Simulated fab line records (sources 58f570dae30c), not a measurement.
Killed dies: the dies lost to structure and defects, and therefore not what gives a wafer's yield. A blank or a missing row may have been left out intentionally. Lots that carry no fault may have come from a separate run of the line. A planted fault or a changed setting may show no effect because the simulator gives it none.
Comparing a struck lot with a sound one || flow berkeley_cmos170 || 6 out of 331 route steps
Sound: these wafers, L329.2, L329.4, L329.6. Struck: wafers L345.1, L345.4, L345.5. The cause is named last.
At each step with rows: each side's tool, then ch and its chambers, then its first start. Under that, the readings that differ: sound wafers || struck wafers || difference of the means || sigmas: that difference in standard deviations of wafers without a fault.
alike: a reading whose means differ by less than 2 such deviations, as well as words and numbers matching on both sides. not compared: withheld readings; readings where some wafer has no value; bounds like >300 that might hide an equal value; numbers whose values overlap and for which the record gives no deviation.
The two part at a step that has a row with sigmas, a row that says differs or no value, or rows on one side only. Non-overlapping numbers with no deviation appear without sigmas and do not part them. A reading that every wafer of one side lacks parts them only if that side has two wafers or more.

UCB170_START_BOW_MEAS_00:
  struck on film_metro-03, day 5 09:00; sound on film_metro-02, day 2 01:01
  alike: INCOMING_BOW
then, 1 step without rows for these wafers: UCB170_START_CLEAN_01 (cleans in dHF, time 60 s).
UCB170_START_OXIDATION_02: target thk 20 nm, ox time 1800 s.
  sound on furnace-01 ch 0, day 2 05:39; struck on furnace-01 ch 0, day 5 13:08
{"reading": "ox_temp_c (C)", "sound": "949.4 949.7 948.8", "struck": "950.3 949.9 950.4", "difference": "+0.9", "sigmas": "+2"}
{"reading": "model.SiO2_of_START_OXIDATION_02.thk_nm (nm)", "sound": "19.68 19.7 19.81", "struck": "26.24 25.64 26.28", "difference": "+6.32", "sigmas": ""}
  alike: spike_tc_centre_C, spike_tc_source_C, tube_center_temp_C, zone_power_centre_pct
UCB170_START_THK_MEAS_03:
  struck on film_metro-02, day 5 14:38; sound on film_metro-02, day 2 07:10
{"reading": "START_OXIDE_THK (nm)", "sound": "19.7 19.7 19.8", "struck": "26.3 25.6 26.3", "difference": "+6.3", "sigmas": "+17"}
then, 1 step without rows for these wafers: UCB170_START_ANNEAL_04 (time 1200 s).
UCB170_M3_PROBE_99:
  the record holds rows for the sound wafers here (prober-02, day 9 05:21) but none for the struck ones

== WHERE THEY PART ==
Earliest at UCB170_START_OXIDATION_02; latest, in this record, at UCB170_M3_PROBE_99.

WHY: the cause the simulator had injected
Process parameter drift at UCB170_START_OXIDATION_02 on furnace-01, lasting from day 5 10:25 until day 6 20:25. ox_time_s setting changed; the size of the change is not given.
